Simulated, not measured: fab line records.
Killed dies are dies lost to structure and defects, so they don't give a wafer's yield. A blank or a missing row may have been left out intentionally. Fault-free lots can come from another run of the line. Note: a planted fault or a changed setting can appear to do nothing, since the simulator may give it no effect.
Struck lot and sound lot, side by side | flow berkeley cmos170 | 14 steps out of a route of 331
Sound: the wafers L148.2, L148.3, L148.4. Wafers L142.2, L142.4, L142.5 were the ones struck. The cause is named last.
Each step with rows lists, per side, the tool, then ch with its chambers, then its first start. Under that, the readings that differ: sound wafers | struck wafers | difference of the means | sigmas: that difference in standard deviations of wafers without a fault.
alike: a reading whose means differ by less than 2 such deviations, as well as words and numbers matching on both sides. not compared: withheld readings; readings where some wafer has no value; bounds like >300 that might hide an equal value; numbers whose values overlap and for which the record gives no deviation.
The two part at a step that has a row with sigmas, a row that says differs or no value, or rows on one side only. Non-overlapping numbers with no deviation appear without sigmas and do not part them. A reading missing from all wafers of one side parts the sides only when that side holds two or more wafers.

UCB170_M2_STRIP_19: strips in O2.
  sound on plasma asher-03 ch 0,1, day 10 08:33; struck on plasma asher-01 ch 1, day 8 17:33
  alike: drypump motor current A, oes product au
  not compared: rf hours counter h
UCB170_M2_CD_MEAS_90: the cd target is 700 nm.
  sound on cd sem-02, day 10 08:40; struck on cd sem-02, day 8 17:40
  alike: cd nm
UCB170_V2_CVD_00: deposits SiO2 from TEOS/O2, target thk 2000 nm, time 250 s.
  sound on pecvd-04 ch 1,2, day 10 08:46; struck on pecvd-03 ch 0,2, day 8 17:46
  alike: heater power w
UCB170_V2_THK_MEAS_01:
  sound on film metro-01, day 10 08:56; struck on film metro-01, day 8 17:56
  alike: V2_TEOS_THK
UCB170_V2_CMP_02: polishes SiO2.
  sound on cmp-01 ch 0,1,3, day 10 08:59; struck on cmp-01 ch 0,3, day 8 18:01
  alike: edge zone pressure frac, motor current A, platen rpm
UCB170_V2_BOW_MEAS_03:
  sound on film metro-01, day 10 09:19; struck on film metro-01, day 8 18:20
  alike: V2_BOW
UCB170_V2_THK_MEAS_04:
  sound on film metro-01, day 10 09:25; struck on film metro-01, day 8 18:26
  alike: V2_POLISHED_THK
then, 5 steps without rows for these wafers: UCB170_V2_CLEAN_05 (cleans in DIW); UCB170_V2_HMDS_06 (prime time 60 s); UCB170_V2_COAT_07 (resist thk 900 nm); UCB170_V2_SOFTBAKE_08 (time 60 s); UCB170_V2_EXPOSE_09 (exposes mask VIA2, target cd 700 nm).
UCB170_V2_PEB_10:
  sound on litho track-03 ch 0, day 10 10:47; struck on litho track-03, day 8 22:47
  no value came back on the struck wafers for chill plate temp C (C), exhaust pa (Pa); on the sound wafers chill plate temp C (C) reads 22.89 22.79 22.95
then, 1 step without rows for these wafers: UCB170_V2_DEVELOP_11 (develop time 45 s).

== WHERE THEY PART ==
UCB170_V2_PEB_10 only, going by this record.

WHY: what had been put in by the simulator
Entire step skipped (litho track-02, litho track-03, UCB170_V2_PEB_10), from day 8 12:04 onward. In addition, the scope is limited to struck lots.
